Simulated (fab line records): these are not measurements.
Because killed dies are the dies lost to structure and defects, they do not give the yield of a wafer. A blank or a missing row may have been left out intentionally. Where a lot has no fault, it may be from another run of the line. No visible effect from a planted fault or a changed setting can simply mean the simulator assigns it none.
Struck lot and sound lot, side by side -- flow berkeleyCmos170 -- 14 steps out of a route of 331
Sound: these wafers, L692.3, L692.4, L692.6. Wafers struck: L689.1, L689.4, L689.5. At the end, the cause is stated.
At each step with rows: each side's tool, then ch and its chambers, then its first start. Under that, the readings that differ: sound wafers -- struck wafers -- difference of the means -- sigmas: that difference in standard deviations of wafers without a fault.
alike: readings with means less than 2 such deviations apart, plus words and numbers identical on both sides. not compared: withheld readings, readings lacking a value on some wafer, bounds such as >300 that could conceal the same value, and numbers that have no deviation in the record and whose values overlap.
Wherever a step has rows on one side only, a row that says differs or no value, or a row with sigmas, the two part there. When numbers do not overlap yet have no deviation, they are printed without sigmas and do not part them. Lack of a reading on every wafer of one side parts them only where that side has two or more wafers.

UCB170_GATE_THK_MEAS_02:
  sound: filmMetro-02 at day 9 22:28; struck: filmMetro-04 at day 9 10:35
  alike: GATE_OXIDE_THK
then, 2 steps without rows for these wafers: UCB170_GATE_ANNEAL_03 (time 1800 s); UCB170_GATE_CVD_04 (deposits poly-Si from SiH4, time 1440 s, target thk 214 nm).
UCB170_GATE_THK_MEAS_05:
  sound: filmMetro-04 at day 10 03:44; struck: filmMetro-02 at day 9 19:14
  alike: GATE_POLY_THK
then, 6 steps without rows for these wafers: UCB170_GATE_COAT_06; UCB170_GATE_COAT_07 (resist thk 900 nm); UCB170_GATE_SOFTBAKE_08 (time 60 s); UCB170_GATE_EXPOSE_09 (exposes mask POLY, target cd 350 nm); UCB170_GATE_PEB_10; UCB170_GATE_DEVELOP_11 (develop time 45 s).
UCB170_GATE_CD_MEAS_12: the cd target is 350 nm.
  sound: cdSem-01 at day 10 05:11; struck: cdSem-01 at day 9 20:22
  alike: cdNm
UCB170_GATE_OVL_MEAS_13:
  sound: overlay-01 at day 10 05:17; struck: overlay-01 at day 9 20:29
  alike: GATE_OVL
UCB170_GATE_ETCH_14: etches BARC in N2/H2.
  sound on rieDiel-01 ch 0,1,3, day 10 05:19; struck on rieDiel-03 ch 0,3, day 9 20:31
reading,sound,struck,difference,sigmas
oesProductAu (a.u.),0.974 0.999 0.993,0.889 0.888 0.908,-0.094,-6
  alike: biasW, drypumpMotorCurrentA, throttleValvePct
UCB170_GATE_ETCH_15: etches poly-Si in HBr/Cl2, stops on SiO2, time 56.3 s, target depth 278.2 nm.
  sound on rieSi-02 ch 0,3, day 10 05:21; struck on rieSi-02 ch 0,3, day 9 20:34
  alike: HBr_flow_sccm, biasW, drypumpMotorCurrentA, oesProductAu, throttleValvePct
  not compared: rfHoursCounterH

## WHERE THEY PART
Within this record, at UCB170_GATE_ETCH_14 only. Later steps at which nothing parts them and some readings are alike: UCB170_GATE_ETCH_15.

WHY: what had been put in by the simulator
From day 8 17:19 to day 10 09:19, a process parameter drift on rieDiel-03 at UCB170_GATE_ETCH_14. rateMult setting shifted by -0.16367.
